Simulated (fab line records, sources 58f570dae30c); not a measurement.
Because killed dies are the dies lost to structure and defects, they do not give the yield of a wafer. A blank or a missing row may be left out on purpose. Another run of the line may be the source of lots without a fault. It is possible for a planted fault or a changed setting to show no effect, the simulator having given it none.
fab line records    flow berkeleyCmos170
record lots=7  wafers=21  lastDay=12
route steps=331 shown ZERO@11 NWELL@14
lots that met no fault: taken from a fault-free run of the same line
startH: start of the lot's first displayed wafer, in hours after the record's first day    waitH: time in hours since the lot's previous step    " same as the row above    L1.1+2: several wafers, shown together as one row    - no value, or no start was given    * or withheld: withheld    < > ~ a bound
route shown NAME@n: names a module that has steps shown in the file, with the first one's number in the route    usual: average and standard deviation across the fault-free wafers    same: alike in all rows    chamber/n: place in a boat    sites: each site's reading    _std_site: standard deviation across them    _edge_site: inner sites' mean taken away from outer sites' mean    radiusMm: for every site, how far away it sits from the centre of the wafer    mask NAME#n: copy n    behind: the last tool/chamber to shape the wafer    hold: why the lot went on hold/how many hours it stayed there/how the hold came to an end    device: names the non-switching transistor (n, p or np)    end of line: the tests these same wafers got at the end of their route    for a step that has no rows: nothing shown but its recipe    killed: the dies lost at the first sort to structure and to defects; this is not the yield of the wafer    map: a wafer's dies, marking killed ones x, the rest . and places with no die _
set.NAME: the setting as run; set.NAME@STEP: as run at that earlier step    model.NAME: the simulator's own value behind a step, which no gauge read
a table for each step, a row for each wafer; lots at some steps of the route
services: the hour from which a tool's chamber was out of use, counted from the record's first day as startH (under 0 if before that day), plus the number of hours and why
## steps
# step UCB170_ZERO_DEVELOP_05
# recipe developer=TMAH  developTimeS=45  resist=KrF  devTempC=21
# step UCB170_ZERO_ETCH_06
# recipe chemistry=CHF3/CF4/Ar  target=SiO2  timeS=12  pressureMtorr=100  rfW=500  CHF3_flow_sccm=50  cf4FlowSccm=10  Ar_flow_sccm=120  overEtchFrac=1.58
# usual drypumpMotorCurrentA=5.6/0.5  oesProductAu=0.614/0.0085  throttleValvePct=9.34/0.14
lot.wafer  tool        chamber  startH  waitH  drypumpMotorCurrentA  oesProductAu  rfHoursCounterH  throttleValvePct
L903.1     rieDiel-01  1        19.96   -      4.8                   0.608         96               9.46
L903.3     "           3        "       "      6.0                   0.620         129              9.36
L903.6     "           1        "       "      4.8                   0.601         -                9.47
L906.2     rieDiel-01  3        34.08   -      6.0                   0.622         130              9.36
L906.3     "           1        "       "      4.8                   0.603         97               9.46
L906.5     "           3        "       "      6.0                   0.615         -                9.36
L916.2     rieDiel-04  1        86.13   -      4.8                   0.627         157              9.52
L916.3     "           3        "       "      5.0                   0.611         126              9.28
L916.6     "           1        "       "      4.8                   0.631         -                9.53
L917.2     rieDiel-02  3        86.54   -      6.0                   0.607         12               9.25
L917.3     "           2        "       "      5.8                   0.623         23               9.49
L917.5     "           1        "       "      5.9                   0.606         -                9.10
L918.2     rieDiel-01  2        90.94   -      5.2                   0.612         56               9.43
L918.3     "           0        "       "      5.2                   0.625         151              9.38
L918.6     "           3        "       "      6.0                   0.624         -                9.37
L924.1     rieDiel-01  0        125.46  -      5.2                   0.619         153              9.36
L924.4     "           1        "       "      4.8                   0.606         103              9.45
L924.5     "           2        "       "      5.1                   0.627         -                9.43
L926.2     rieDiel-01  3        134.59  -      6.0                   0.618         135              9.35
L926.5     "           1        "       "      4.8                   0.608         -                9.46
L926.6     "           2        "       "      5.1                   0.614         -                9.43
# step UCB170_ZERO_STRIP_07
# recipe chemistry=O2  powerW=400  pressureMtorr=3500  platenTempC=withheld  o2FlowSccm=400  overashFraction=0.5
# usual drypumpMotorCurrentA=5.8/0.44  oesProductAu=0.726/0.0045  stripTimeToEndpointS=21.48/0.07
lot.wafer  tool            chamber  startH  waitH  drypumpMotorCurrentA  oesProductAu  rfHoursCounterH  stripTimeToEndpointS
L903.1     plasmaAsher-03  1        19.98   0.0    5.5                   0.733         30               21.49
L903.3     "               0        "       "      6.0                   0.732         -                21.48
L903.6     "               1        "       "      5.5                   0.723         -                21.49
L906.2     plasmaAsher-01  0        34.11   0.0    5.1                   0.730         33               21.43
L906.3     "               0        "       "      5.2                   0.723         -                21.47
L906.5     "               1        "       "      5.5                   0.726         -                21.46
L916.2     plasmaAsher-02  0        86.15   0.0    5.8                   0.728         27               21.51
L916.3     "               0        "       "      5.8                   0.729         -                21.48
L916.6     "               1        "       "      6.5                   0.737         -                21.51
L917.2     plasmaAsher-03  1        86.56   0.0    5.5                   0.722         38               21.59
L917.3     "               1        "       "      5.5                   0.724         -                21.60
L917.5     "               1        "       "      5.5                   0.720         -                21.58
L918.2     plasmaAsher-01  1        90.96   0.0    5.5                   0.730         39               21.56
L918.3     "               0        "       "      5.1                   0.725         -                21.49
L918.6     "               0        "       "      5.1                   0.727         -                21.54
L924.1     plasmaAsher-03  0        125.48  0.0    6.0                   0.729         43               21.32
L924.4     "               1        "       "      5.5                   0.721         -                21.35
L924.5     "               1        "       "      5.5                   0.726         -                21.40
L926.2     plasmaAsher-03  0        134.61  0.0    6.0                   0.726         44               21.50
L926.5     "               1        "       "      5.5                   0.723         -                21.54
L926.6     "               0        "       "      6.0                   0.727         -                21.57
# step UCB170_NWELL_WET_ETCH_00
# recipe chemistry=dHF  dilution=25:1  target=SiO2  tempC=25  timeS=200
# step UCB170_NWELL_OXIDATION_01
# recipe tempC=1000  ambient=O2  targetThkA=264  oxTimeS=1260
# step UCB170_NWELL_THK_MEAS_02
# recipe reads=SiO2_of_NWELL_OXIDATION_01
# usual NWELL_OXIDE_THK=26.4/0.5
lot.wafer  tool          chamber  startH  waitH  NWELL_OXIDE_THK[nm]
L903.1     filmMetro-03  -        23.51   0.0    26.1
L903.3     "             -        "       "      26.2
L903.6     "             -        "       "      25.9
L906.2     filmMetro-03  -        36.67   0.0    26.6
L906.3     "             -        "       "      26.2
L906.5     "             -        "       "      26.6
L916.2     filmMetro-04  -        88.32   0.0    26.5
L916.3     "             -        "       "      26.5
L916.6     "             -        "       "      26.9
L917.2     filmMetro-01  -        88.32   0.0    25.6
L917.3     "             -        "       "      25.8
L917.5     "             -        "       "      26.0
L918.2     filmMetro-01  -        93.94   0.0    26.4
L918.3     "             -        "       "      26.7
L918.6     "             -        "       "      26.5
L924.1     filmMetro-03  -        132.17  0.0    25.4
L924.4     "             -        "       "      25.8
L924.5     "             -        "       "      25.4
L926.2     filmMetro-03  -        138.08  0.0    26.7
L926.5     "             -        "       "      25.8
L926.6     "             -        "       "      26.5
# step UCB170_NWELL_ANNEAL_03
# recipe tempC=1000  timeS=900  ambient=N2
# step UCB170_NWELL_CVD_04
# recipe material=Si3N4  targetThkNm=224  tempC=800  precursor=SiH2Cl2/NH3  timeS=3360  pressureMtorr=200  sih2cl2FlowSccm=25  nh3FlowSccm=75
# step UCB170_NWELL_THK_MEAS_05
# recipe reads=Si3N4_of_NWELL_CVD_04
# usual NWELL_NITRIDE_THK=224.0/2.5
lot.wafer  tool          chamber  startH  waitH  NWELL_NITRIDE_THK[nm]
L903.1     filmMetro-04  -        29.61   0.0    219.9
L903.3     "             -        "       "      221.1
L903.6     "             -        "       "      219.8
L906.2     filmMetro-01  -        41.34   0.0    220.6
L906.3     "             -        "       "      221.5
L906.5     "             -        "       "      221.6
L916.2     filmMetro-03  -        93.20   0.0    224.4
L916.3     "             -        "       "      223.6
L916.6     "             -        "       "      224.7
L917.2     filmMetro-04  -        93.20   0.0    224.4
L917.3     "             -        "       "      224.3
L917.5     "             -        "       "      225.9
L918.2     filmMetro-04  -        98.51   0.0    223.2
L918.3     "             -        "       "      225.0
L918.6     "             -        "       "      223.8
L924.1     filmMetro-04  -        138.65  0.0    226.0
L924.4     "             -        "       "      225.7
L924.5     "             -        "       "      225.9
L926.2     filmMetro-04  -        142.21  0.0    222.3
L926.5     "             -        "       "      222.4
L926.6     "             -        "       "      223.0
# step UCB170_NWELL_HMDS_06
# recipe primeTimeS=60  primeTempC=100
# step UCB170_NWELL_COAT_07
# recipe resist=KrF  spinRpm=1500  resistThkNm=900
# step UCB170_NWELL_SOFTBAKE_08
# recipe resist=KrF  tempC=130  timeS=60
# step UCB170_NWELL_EXPOSE_09
# recipe maskId=NWELL  targetCdNm=3000  na=0.5  sigmaOuter=0.6  sourceShape=conventional  doseMj=25
# usual exposureDoseMJCm2=24.999/0.025  focusOffsetNm=0.0/0.51  sigmaOuter=0.6/0
lot.wafer  tool           chamber  startH  waitH  mask     exposureDoseMJCm2  focusOffsetNm  sigmaOuter
L903.1     krfScanner-01  0        30.24   0.2    NWELL#0  25.028             0.0            0.6
L903.3     "              0        "       "      NWELL#0  25.028             -0.1           0.6
L903.6     "              0        "       "      NWELL#0  24.990             0.6            0.6
L906.2     krfScanner-01  0        41.86   0.1    NWELL#0  24.990             0.2            0.6
L906.3     "              0        "       "      NWELL#0  24.983             0.3            0.6
L906.5     "              0        "       "      NWELL#0  24.975             0.1            0.6
L917.2     krfScanner-01  -        93.88   0.2    NWELL#0  -                  -              -
L917.3     "              -        "       "      NWELL#0  -                  -              -
L917.5     "              -        "       "      NWELL#0  -                  -              -
L916.2     krfScanner-02  -        94.18   0.4    NWELL#0  -                  -              -
L916.3     "              -        "       "      NWELL#0  -                  -              -
L916.6     "              -        "       "      NWELL#0  -                  -              -
L918.2     krfScanner-02  -        99.39   0.2    NWELL#0  -                  -              -
L918.3     "              -        "       "      NWELL#0  -                  -              -
L918.6     "              -        "       "      NWELL#0  -                  -              -
L924.1     krfScanner-01  0        139.35  0.3    NWELL#0  24.985             1.0            0.6
L924.4     "              0        "       "      NWELL#0  24.964             0.7            0.6
L924.5     "              0        "       "      NWELL#0  25.005             1.0            0.6
L926.2     krfScanner-01  0        143.46  0.4    NWELL#0  25.014             -0.1           0.6
L926.5     "              0        "       "      NWELL#0  24.999             -0.5           0.6
L926.6     "              0        "       "      NWELL#0  24.983             -0.2           0.6
# step UCB170_NWELL_PEB_10
# recipe pebTempC=130  pebTimeS=withheld  resist=KrF
## services
tool            chamber  startH  hours  kind
krfScanner-02   -        -1.13   0.8    pm
krfScanner-01   -        0.83    0.6    repair
plasmaAsher-01  -        5.08    2.8    pm
rieDiel-01      -        6.56    0.1    repair
plasmaAsher-02  -        9.71    1.3    repair
rieDiel-02      -        16.17   1.0    repair
rieDiel-01      0        16.26   4.5    repair
rieDiel-02      1        18.40   7.6    repair
rieDiel-04      2        22.52   5.6    repair
rieDiel-04      3        22.95   31.9   repair
rieDiel-01      3        27.20   3.7    repair
rieDiel-02      2        27.68   8.2    repair
krfScanner-01   -        28.62   1.3    pm
krfScanner-02   -        36.37   4.0    pm
krfScanner-01   -        57.13   0.2    repair
rieDiel-02      0        57.77   8.9    repair
krfScanner-01   -        62.37   1.0    pm
krfScanner-02   -        63.42   1.3    pm
rieDiel-02      0        67.05   9.3    repair
krfScanner-02   -        78.92   8.5    repair
krfScanner-01   -        87.38   0.8    pm
rieDiel-04      -        92.21   0.2    repair
rieDiel-04      1        108.63  6.2    repair
krfScanner-02   -        138.36  1.0    pm
## key
firstSign step=UCB170_NWELL_EXPOSE_09  reading=toolRecord  direction=missing
effect none on later readings
metAt UCB170_NWELL_EXPOSE_09
struckWafers L916.2,L916.3,L916.6,L917.2,L917.3,L917.5,L918.2,L918.3,L918.6
laterRowsLeftOut L916.2,L916.3,L916.6,L917.2,L917.3,L917.5,L918.2,L918.3,L918.6
sortLeftOut L916.2,L916.3,L916.6,L917.2,L917.3,L917.5,L918.2,L918.3,L918.6
testerLeftOut L916,L917,L918
onsetBetween 41.86 93.88
fault kind=skippedStepWhole  tool=krfScanner-01,krfScanner-02  chamber=-  onsetH=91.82  steps=UCB170_NWELL_EXPOSE_09  scope=struckLotsOnly
# testerLeftOut: of these lots the tester's yield and bins aren't shown, on N5 and GAA mostly nor the transistor test; their killed dies are dies lost to structure and defects alone, not to doping, threshold or leakage, so they don't give the yield
# sortLeftOut: the simulated sort isn't trusted on such a fault, so these wafers' sort isn't shown, and their yield isn't known
# laterRowsLeftOut: the simulator's readings of these wafers behind a module that went badly wrong aren't trusted and aren't shown, but for the sort
